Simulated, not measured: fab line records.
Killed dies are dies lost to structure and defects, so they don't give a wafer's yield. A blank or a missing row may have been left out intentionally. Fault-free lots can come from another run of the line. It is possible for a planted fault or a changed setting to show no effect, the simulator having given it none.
Commonality check across tools :: flow rit-cmos :: 48 wafers sampled across 14 lots

## THE REASON FOR OPENING IT
2 of 14 lots carry a flag on the reading PSD_RS at RIT_SDANNEAL_RS_MEAS_04. No-fault wafers: 115.92 ohm/sq, standard deviation 0.26.
Rule: a lot is flagged in two cases, either no wafer of it has a number, or all its wafers with numbers fall more than 4 standard deviations from that mean. The rest of the lots are taken to be sound.

lot: L714
measured: day 3 03:54
on: film-metro-01
PSD_RS (ohm/sq), wafer by wafer: 116.17 116.17 116.03
flag: 

lot: L715
measured: day 3 06:43
on: film-metro-01
PSD_RS (ohm/sq), wafer by wafer: 116.01 116.12 116.16
flag: 

lot: L716
measured: day 3 12:20
on: film-metro-02
PSD_RS (ohm/sq), wafer by wafer: 116.42 116.23 116.19
flag: 

lot: L717
measured: day 3 18:24
on: film-metro-03
PSD_RS (ohm/sq), wafer by wafer: 116.35 116.39 116.59
flag: 

lot: L719
measured: day 4 04:55
on: film-metro-02
PSD_RS (ohm/sq), wafer by wafer: 116.08 116.39 116.08
flag: 

lot: L720
measured: day 4 09:50
on: film-metro-01
PSD_RS (ohm/sq), wafer by wafer: 115.87 115.78 115.88
flag: 

lot: L721
measured: day 4 15:14
on: film-metro-01
PSD_RS (ohm/sq), wafer by wafer: 120.61 120.43 120.66 120.27 120.42 120.61
flag: FLAGGED

lot: L723
measured: day 4 22:31
on: film-metro-01
PSD_RS (ohm/sq), wafer by wafer: 120.27 120.92 120.47 120.08 120.18 120.36
flag: FLAGGED

lot: L726
measured: day 5 14:52
on: film-metro-01
PSD_RS (ohm/sq), wafer by wafer: 115.63 115.58 115.88
flag: 

lot: L730
measured: day 6 11:55
on: film-metro-03
PSD_RS (ohm/sq), wafer by wafer: 115.80 115.67 116.00
flag: 

lot: L733
measured: day 7 04:30
on: film-metro-03
PSD_RS (ohm/sq), wafer by wafer: 115.76 115.53 115.55
flag: 

lot: L734
measured: day 7 06:47
on: film-metro-02
PSD_RS (ohm/sq), wafer by wafer: 115.87 116.14 115.85
flag: 

lot: L735
measured: day 7 10:55
on: film-metro-01
PSD_RS (ohm/sq), wafer by wafer: 115.80 115.51 115.69
flag: 

lot: L736
measured: day 7 16:14
on: film-metro-03
PSD_RS (ohm/sq), wafer by wafer: 115.94 115.69 115.56
flag: 
The numbers of the flagged lots are 120.44 ohm/sq on average: +4.52 ohm/sq against the usual, or +17 standard deviations.

## TOOL THAT RAN EACH LOT
The record holds 1 process step before the reading, out of a route of 202 steps. Every cell lists first the tool, next ch and the chambers used by the sampled wafers, and last the start.
lot: L714
flag: 
RIT_PSD_IMPLANT_08: implanter-01 ch 0, day 3 03:06

lot: L715
flag: 
RIT_PSD_IMPLANT_08: implanter-03 ch 0, day 3 05:55

lot: L716
flag: 
RIT_PSD_IMPLANT_08: implanter-02 ch 0, day 3 11:32

lot: L717
flag: 
RIT_PSD_IMPLANT_08: implanter-01 ch 0, day 3 17:35

lot: L719
flag: 
RIT_PSD_IMPLANT_08: implanter-01 ch 0, day 4 04:04

lot: L720
flag: 
RIT_PSD_IMPLANT_08: implanter-01 ch 0, day 4 09:01

lot: L721
flag: FLAGGED
RIT_PSD_IMPLANT_08: implanter-03 ch 0, day 4 14:26

lot: L723
flag: FLAGGED
RIT_PSD_IMPLANT_08: implanter-03 ch 0, day 4 21:40

lot: L726
flag: 
RIT_PSD_IMPLANT_08: implanter-01 ch 0, day 5 14:04

lot: L730
flag: 
RIT_PSD_IMPLANT_08: implanter-01 ch 0, day 6 11:07

lot: L733
flag: 
RIT_PSD_IMPLANT_08: implanter-01 ch 0, day 7 03:42

lot: L734
flag: 
RIT_PSD_IMPLANT_08: implanter-01 ch 0, day 7 05:58

lot: L735
flag: 
RIT_PSD_IMPLANT_08: implanter-03 ch 0, day 7 10:07

lot: L736
flag: 
RIT_PSD_IMPLANT_08: implanter-03 ch 0, day 7 15:26
What is done by these steps:
- RIT_PSD_IMPLANT_08
- RIT_SDANNEAL_RS_MEAS_04: measures by four-point-probe.

## FLAGGED AGAINST TOTAL, ONE TOOL AT A TIME (gauges that did the reading follow at the end)
step: RIT_PSD_IMPLANT_08
tool: implanter-01
lots run: 8
flagged: 0
share of the flagged lots: none
sound lots run after its first flagged lot: -

step: RIT_PSD_IMPLANT_08
tool: implanter-02
lots run: 1
flagged: 0
share of the flagged lots: none
sound lots run after its first flagged lot: -

step: RIT_PSD_IMPLANT_08
tool: implanter-03
lots run: 5
flagged: 2
share of the flagged lots: all
sound lots run after its first flagged lot: 2 (L735,L736)

step: RIT_SDANNEAL_RS_MEAS_04
tool: film-metro-01
lots run: 7
flagged: 2
share of the flagged lots: all
sound lots run after its first flagged lot: 2 (L726,L735)

step: RIT_SDANNEAL_RS_MEAS_04
tool: film-metro-02
lots run: 3
flagged: 0
share of the flagged lots: none
sound lots run after its first flagged lot: -

step: RIT_SDANNEAL_RS_MEAS_04
tool: film-metro-03
lots run: 4
flagged: 0
share of the flagged lots: none
sound lots run after its first flagged lot: -

## THE TABLE: WHAT IT ALLOWS
implanter-03 at RIT_PSD_IMPLANT_08 and film-metro-01 at RIT_SDANNEAL_RS_MEAS_04 are the 2 rows of the table that ran each flagged lot.
- implanter-03 at RIT_PSD_IMPLANT_08: 2 of its 5 lots flagged. After the first flagged lot (L735, L736), sound lots still ran on it; a lasting fault on the whole tool would not permit that. Its own readings (tilt-deg) fall more than 4 standard deviations out on all wafers of the flagged lots.
- film-metro-01 at RIT_SDANNEAL_RS_MEAS_04: 2 of its 7 lots flagged. After the first flagged lot (L726, L735), sound lots still ran on it; a lasting fault on the whole tool would not permit that.
None of the table's rows ran every flagged lot and, after the first, no sound lot.

## WHAT THE SIMULATOR HAD PUT IN
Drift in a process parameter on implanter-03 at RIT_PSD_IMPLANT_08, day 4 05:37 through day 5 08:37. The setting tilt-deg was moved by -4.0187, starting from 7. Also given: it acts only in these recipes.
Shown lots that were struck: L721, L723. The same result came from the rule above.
